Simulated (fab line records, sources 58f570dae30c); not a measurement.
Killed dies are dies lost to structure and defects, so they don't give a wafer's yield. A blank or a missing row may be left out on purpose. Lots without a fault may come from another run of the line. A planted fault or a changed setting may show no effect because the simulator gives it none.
Split-lot experiment | flow berkeley_cmos170 | 5 lots, 27 wafers read, on a route of 331 steps

THE SPLIT
At UCB170_V2_CVD_00 (deposits SiO2 from TEOS/O2, target thk 2000 nm, time 250 s), the setting time_s was moved away from the recipe's 250 s on 12 of the 27 wafers read, by -57.2% to +43.5%. The other wafers ran this setting at the recipe's value.

The file shows no step between the split and the reading.

THE READING
V2_TEOS_THK, in nm, at UCB170_V2_THK_MEAS_01. Fault-free wafers of this fab line usually give 1999 nm, standard deviation 25 nm.

wafer  | tool, chamber at the split | time_s as run, s | against the recipe | V2_TEOS_THK, nm | against lot-mates on the recipe
L075.1 | pecvd-02, 1                | 250              | recipe             | 1983            | -
L075.2 | pecvd-02, 2                | 358.8            | +43.5%             | 2874            | +878
L075.3 | pecvd-02, 0                | 358.8            | +43.5%             | 2841            | +845
L075.4 | pecvd-02, 1                | 250              | recipe             | 1997            | -
L075.5 | pecvd-02, 2                | 250              | recipe             | 2009            | -
L075.6 | pecvd-02, 0                | 358.8            | +43.5%             | 2860            | +864
L078.1 | pecvd-02, 0                | 250              | recipe             | 1952            | -
L078.2 | pecvd-02, 2                | 313.9            | +25.6%             | 2492            | +523
L078.3 | pecvd-02, 1                | 250              | recipe             | 1983            | -
L078.4 | pecvd-02, 2                | 313.9            | +25.6%             | 2529            | +560
L078.5 | pecvd-02, 0                | 250              | recipe             | 1973            | -
L078.6 | pecvd-02, 1                | 313.9            | +25.6%             | 2546            | +577
L076.1 | pecvd-01, 1                | 119.6            | -52.2%             | 990             | -1025
L076.2 | pecvd-01, 0                | 250              | recipe             | 2011            | -
L076.3 | pecvd-01, 2                | 119.6            | -52.2%             | 943             | -1072
L076.4 | pecvd-01, 0                | 250              | recipe             | 2014            | -
L076.5 | pecvd-01, 1                | 119.6            | -52.2%             | 998             | -1017
L076.6 | pecvd-01, 2                | 250              | recipe             | 2020            | -
L081.2 | pecvd-03, 1                | 250              | recipe             | 1958            | -
L081.5 | pecvd-03, 2                | 250              | recipe             | 2003            | -
L081.6 | pecvd-03, 1                | 250              | recipe             | 1974            | -
L083.1 | pecvd-03, 1                | 106.9            | -57.2%             | 832             | -1151
L083.2 | pecvd-03, 0                | 250              | recipe             | 1980            | -
L083.3 | pecvd-03, 0                | 106.9            | -57.2%             | 842             | -1141
L083.4 | pecvd-03, 1                | 250              | recipe             | 1967            | -
L083.5 | pecvd-03, 1                | 106.9            | -57.2%             | 832             | -1151
L083.6 | pecvd-03, 0                | 250              | recipe             | 2002            | -

THE FIT
A straight line over all 27 wafers: V2_TEOS_THK changes by +19.9 nm for each +1% of time_s; r = +1.00; the points scatter about the line by 24 nm.
The same after taking each lot's own level away (the mean of its wafers on the recipe; 27 wafers): +20.1 nm for each +1%; r = +1.00; scatter 21 nm.
On that fit, the largest move of time_s shifts the reading by 1.1e+03 nm.
The lots' own levels span 1969.3 to 2015.0 nm, that is 1.8 times the standard deviation above.
So the lot-to-lot level changes the slope little: the two slopes agree.
Check: with one of the wafers moved furthest among these (-57.2%) left out of the fit, the line predicts -1.14e+03 nm for it against its lot-mates. It came out at -1.15e+03 nm against them.

THE WHOLE CHAIN: every reading that the file lists as answering this split, in the file's order
step                  | what it does                                               | reading                                                                   | change (the file's fit)              | r (the file's)
UCB170_V2_CVD_00      | deposits SiO2 from TEOS/O2, target thk 2000 nm, time 250 s | SiO2_of_V2_CVD_00.thk_nm (the simulator's own value, which no gauge read) | +20.1 nm for each +1% of the setting | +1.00
UCB170_V2_THK_MEAS_01 |                                                            | V2_TEOS_THK                                                               | +20.1 for each +1% of the setting    | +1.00

THE FILE'S OWN FIT
V2_TEOS_THK changes by +20.1 nm for each +1% of time_s, r = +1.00.
